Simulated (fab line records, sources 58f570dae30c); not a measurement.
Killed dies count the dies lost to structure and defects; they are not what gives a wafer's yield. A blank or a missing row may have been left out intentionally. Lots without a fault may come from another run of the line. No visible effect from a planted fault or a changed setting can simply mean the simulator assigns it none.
Check for tools in common    flow berkeley cmos170    Sample size 14 lots and 48 wafers

== WHY IT WAS OPENED ==
UCB170_SDANNEAL_RS_MEAS_02, reading PSD_RS: flagged on 2 of 14 lots. Wafers without a fault read 75.8 ohm/sq, standard deviation 0.34.
Rule: a lot is flagged in two cases, either no wafer of it has a number, or all its wafers with numbers fall more than 4 standard deviations from that mean. The rest of the lots are taken to be sound.

lot   measured      on             PSD_RS (ohm/sq), wafer by wafer  flag
L651  day 7 23:48   film metro-04  76.2 76.3 76.3                   
L654  day 8 22:17   film metro-02  75.6 75.7 75.6                   
L652  day 8 22:35   film metro-04  76.2 75.8 76.0                   
L653  day 8 22:59   film metro-02  76.1 76.0 76.0                   
L655  day 9 09:01   film metro-04  75.6 75.6 75.5                   
L658  day 9 09:52   film metro-04  75.1 75.0 75.2                   
L662  day 10 07:14  film metro-03  81.8 81.7 81.5 81.8 81.8 81.5    FLAGGED
L660  day 10 07:49  film metro-04  75.6 75.5 75.4                   
L663  day 10 10:22  film metro-04  81.2 81.2 81.3 81.1 81.4 81.5    FLAGGED
L666  day 11 16:17  film metro-04  75.7 76.3 76.0                   
L669  day 12 01:55  film metro-04  76.0 75.8 75.7                   
L668  day 12 02:58  film metro-02  75.5 75.1 75.2                   
L671  day 12 13:47  film metro-04  76.2 76.2 76.3                   
L674  day 13 05:10  film metro-03  75.9 76.0 75.8                   
On average the flagged lots' numbers are 81.5 ohm/sq, which is +5.7 ohm/sq against the usual, or +17 standard deviations.

== WHICH TOOL EACH LOT WENT THROUGH ==
2 process steps preceding the reading are held in the record, out of 331 steps in the route. Read each cell as the tool, then ch plus the chambers that the sampled wafers visited, then the start.
lot   flag     UCB170_PSD_IMPLANT_08            UCB170_PSD_STRIP_09
L651           implanter-04 ch 0, day 7 20:26   plasma asher-04 ch 0,1, day 7 20:34
L654           implanter-02 ch 0, day 8 18:42   plasma asher-01 ch 0,1, day 8 18:51
L652           implanter-04 ch 0, day 8 19:07   plasma asher-01 ch 1, day 8 19:16
L653           implanter-02 ch 0, day 8 19:01   plasma asher-02 ch 0,1, day 8 19:10
L655           implanter-02 ch 0, day 9 06:11   plasma asher-04 ch 0,1, day 9 06:20
L658           implanter-01 ch 0, day 9 06:43   plasma asher-02 ch 0,1, day 9 06:50
L662  FLAGGED  implanter-01 ch 0, day 10 03:00  plasma asher-04 ch 0,1, day 10 03:07
L660           implanter-04 ch 0, day 10 03:06  plasma asher-02 ch 0,1, day 10 03:13
L663  FLAGGED  implanter-01 ch 0, day 10 06:54  plasma asher-04 ch 0,1, day 10 07:03
L666           implanter-02 ch 0, day 11 13:16  plasma asher-01 ch 1, day 11 13:23
L669           implanter-02 ch 0, day 11 21:58  plasma asher-02 ch 0,1, day 11 22:07
L668           implanter-02 ch 0, day 11 22:30  plasma asher-04 ch 0,1, day 11 22:38
L671           implanter-02 ch 0, day 12 10:13  plasma asher-04 ch 0,1, day 12 10:22
L674           implanter-02 ch 0, day 13 00:02  plasma asher-02 ch 0,1, day 13 00:09
These steps, and what they do:
- UCB170_PSD_IMPLANT_08
- UCB170_PSD_STRIP_09: strips in O2.
- UCB170_SDANNEAL_RS_MEAS_02: measures by four-point-probe.

== FLAGGED AGAINST TOTAL, ONE TOOL AT A TIME (gauges that did the reading follow at the end) ==
step                        tool             lots run  flagged  share of the flagged lots  sound lots run after its first flagged lot
UCB170_PSD_IMPLANT_08       implanter-01     3         2        all                        0
UCB170_PSD_IMPLANT_08       implanter-02     8         0        none                       -
UCB170_PSD_IMPLANT_08       implanter-04     3         0        none                       -
UCB170_PSD_STRIP_09         plasma asher-01  3         0        none                       -
UCB170_PSD_STRIP_09         plasma asher-02  5         0        none                       -
UCB170_PSD_STRIP_09         plasma asher-04  6         2        all                        2 (L668,L671)
UCB170_SDANNEAL_RS_MEAS_02  film metro-02    3         0        none                       -
UCB170_SDANNEAL_RS_MEAS_02  film metro-03    2         1        some                       1 (L674)
UCB170_SDANNEAL_RS_MEAS_02  film metro-04    9         1        some                       3 (L666,L669,L671)

== WHAT THE TABLE PERMITS ==
Rows of the table that ran all the flagged lots, 2 in number: implanter-01 at UCB170_PSD_IMPLANT_08; plasma asher-04 at UCB170_PSD_STRIP_09.
- implanter-01 at UCB170_PSD_IMPLANT_08: 2 of its 3 lots flagged. It ran its last sound lot, L658, at day 9 06:43 and its first flagged lot, L662, at day 10 03:00: a fault with its onset between the two fits. Its own readings (dose ions cm2) fall more than 4 standard deviations out on all wafers of the flagged lots.
- plasma asher-04 at UCB170_PSD_STRIP_09: 2 of its 6 lots flagged. Sound lots followed the first flagged one (L668, L671) on it, something a lasting fault affecting the whole tool could not allow. Its own readings (strip time to endpoint s) fall more than 4 standard deviations out on all wafers of the flagged lots.
One tool is left: implanter-01 at UCB170_PSD_IMPLANT_08.

== WHAT WAS PUT IN BY THE SIMULATOR ==
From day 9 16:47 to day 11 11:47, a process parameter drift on implanter-01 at UCB170_PSD_IMPLANT_08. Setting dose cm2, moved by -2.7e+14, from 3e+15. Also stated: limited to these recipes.
Struck lots among those shown: L662, L663. The rule above found the same.
